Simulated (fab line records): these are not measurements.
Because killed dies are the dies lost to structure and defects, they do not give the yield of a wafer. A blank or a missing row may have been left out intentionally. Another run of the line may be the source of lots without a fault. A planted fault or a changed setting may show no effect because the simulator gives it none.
The tool behind it: which one? ; flow berkeleyCmos170 ; Sampling: 14 lots, 42 wafers, 4 of 331 route steps

## WHAT THE GAUGES SHOWED, per wafer
UCB170_V1_OVL_MEAS_13.
lot;measured;on;V1_OVL (nm)
L791;day 8 14:45;overlay-02;5 7 5
L792;day 8 15:52;overlay-02;-9 -5 -8
L793;day 8 22:48;overlay-01;-6 -9 -5
L796;day 9 11:58;overlay-01;-14 -15 -11
L795;day 9 13:19;overlay-02;4 5 -3
L798;day 10 12:00;overlay-02;-11 -11 -13
L802;day 11 02:04;overlay-01;-9 -2 -5
L803;day 11 06:00;overlay-02;-7 -1 -8
L800;day 11 06:14;overlay-02;4 -4 10
L805;day 11 09:25;overlay-01;-2 -3 1
L806;day 11 19:53;overlay-02;-10 -2 -3
L807;day 11 20:47;overlay-02;-3 -4 -6
L808;day 11 22:29;overlay-01;-8 -7 -7
L812;day 12 22:29;overlay-01;-1 -3 -4

UCB170_M3_OVL_MEAS_16.
lot;measured;on;M3_OVL (nm)
L791;day 8 22:14;overlay-01;2 0 1
L792;day 9 00:01;overlay-01;-1 -1 9
L793;day 9 09:02;overlay-02;1 -5 -2
L796;day 9 20:08;overlay-01;-4 1 1
L795;day 9 20:57;overlay-01;6 6 3
L798;day 10 20:31;overlay-02;6 -1 4
L802;day 11 11:57;overlay-02;-1 13 -2
L803;day 11 15:42;overlay-02;-1 5 -4
L800;day 11 19:02;overlay-02;-8 -5 2
L805;day 11 17:27;overlay-01;0 1 1
L806;day 12 04:08;overlay-02;1 -1 -6
L807;day 12 05:22;overlay-02;14 12 5
L808;day 12 08:25;overlay-02;5 13 8
L812;day 13 06:50;overlay-02;5 11 10

UCB170_M3_CD_MEAS_90: target cd 700 nm.
lot;measured;on;cdNm (nm)
L791;day 8 22:37;cdSem-02;703.5 700.1 698.3
L792;day 9 00:25;cdSem-01;701.0 695.4 696.9
L793;day 9 09:23;cdSem-02;699.9 696.1 698.2
L796;day 9 20:31;cdSem-02;697.5 698.2 701.6
L795;day 9 21:19;cdSem-02;706.1 703.4 705.9
L798;day 10 20:52;cdSem-02;703.8 703.9 702.3
L802;day 11 12:20;cdSem-02;700.0 697.9 698.4
L803;day 11 16:05;cdSem-01;699.6 702.6 699.1
L800;day 11 19:25;cdSem-02;698.0 697.2 700.6
L805;day 11 17:50;cdSem-02;704.5 701.8 703.5
L806;day 12 04:32;cdSem-02;702.0 700.3 702.0
L807;day 12 05:54;cdSem-02;703.7 701.2 705.6
L808;day 12 09:08;cdSem-02;700.2 699.6 699.5
L812;day 13 07:12;cdSem-01;700.9 699.5 699.9

## WHICH TOOL RAN EACH LOT (tool, then ch and the chambers of the sampled wafers, then the start)
lot;UCB170_M3_STRIP_07
L791;plasmaAsher-01 ch 0,1, day 8 20:52
L792;plasmaAsher-03 ch 0,1, day 8 22:35
L793;plasmaAsher-01 ch 0,1, day 9 07:47
L796;plasmaAsher-01 ch 0, day 9 18:32
L795;plasmaAsher-03 ch 0,1, day 9 19:43
L798;plasmaAsher-03 ch 0,1, day 10 18:56
L802;plasmaAsher-01 ch 1, day 11 10:13
L803;plasmaAsher-03 ch 0,1, day 11 14:12
L800;plasmaAsher-02 ch 0,1, day 11 17:40
L805;plasmaAsher-03 ch 0,1, day 11 16:11
L806;plasmaAsher-01 ch 0,1, day 12 02:32
L807;plasmaAsher-02 ch 0,1, day 12 03:04
L808;plasmaAsher-01 ch 0,1, day 12 05:31
L812;plasmaAsher-02 ch 1, day 13 05:21
- UCB170_M3_STRIP_07: strips in O2.

## AS READ BY THE TOOLS THEMSELVES (means over the sampled wafers that have a number; for cases with no such wafer, the mark the record gives instead)
UCB170_M3_STRIP_07.
lot;tool;chamberPressureMTorr (mTorr);drypumpMotorCurrentA (A);oesProductAu (a.u.);stripTimeToEndpointS (s)
L791;plasmaAsher-01;3503;5.5;0.734;21.99
L792;plasmaAsher-03;3497;4.9;0.734;21.91
L793;plasmaAsher-01;3498;5.7;0.734;21.93
L796;plasmaAsher-01;3498;5.9;0.729;21.80
L795;plasmaAsher-03;3497;4.9;0.737;21.87
L798;plasmaAsher-03;3501;5.0;0.736;22.02
L802;plasmaAsher-01;3500;5.3;0.732;21.99
L803;plasmaAsher-03;3501;4.9;0.737;21.87
L800;plasmaAsher-02;3499;5.5;0.736;21.94
L805;plasmaAsher-03;3501;5.0;0.734;21.96
L806;plasmaAsher-01;-;-;-;-
L807;plasmaAsher-02;-;-;-;-
L808;plasmaAsher-01;3499;5.7;0.734;22.00
L812;plasmaAsher-02;3499;5.6;0.741;21.94

## THE ANSWER, worked out from the rows above alone
Rule: usual is defined by the lots themselves. The widest of any qualifying gaps counts: lots, ordered by their means at a reading, are off when they make up no more than a third of the lots, leave a main group of 4 or more, and stand apart from it by 3 or more times the standard deviation of that group's means. A main group whose means are all the same, to the digits that the tables above print for the reading, isn't used. A lot without any number at a reading at which 4 lots or more have one is off too. All remaining lots with rows at the step are treated as sound. First the gauges in route order, then the tools' own readings, where a lot's mean is used as printed above. At the first step where some lot is off, the reading lying furthest off is the one used; lots without a number count as furthest.
Off, at UCB170_M3_STRIP_07 on chamberPressureMTorr: L806, L807. Without a number there: L806, L807. For the main group the mean is 3499 mTorr and the standard deviation 1.8.
If a tool, at that step or one of the process steps before it, ran each lot that is off and ran no sound lot following the first of them, it fits. Not one of the candidates tried fits.

## WHAT THE SIMULATOR HAD INSERTED
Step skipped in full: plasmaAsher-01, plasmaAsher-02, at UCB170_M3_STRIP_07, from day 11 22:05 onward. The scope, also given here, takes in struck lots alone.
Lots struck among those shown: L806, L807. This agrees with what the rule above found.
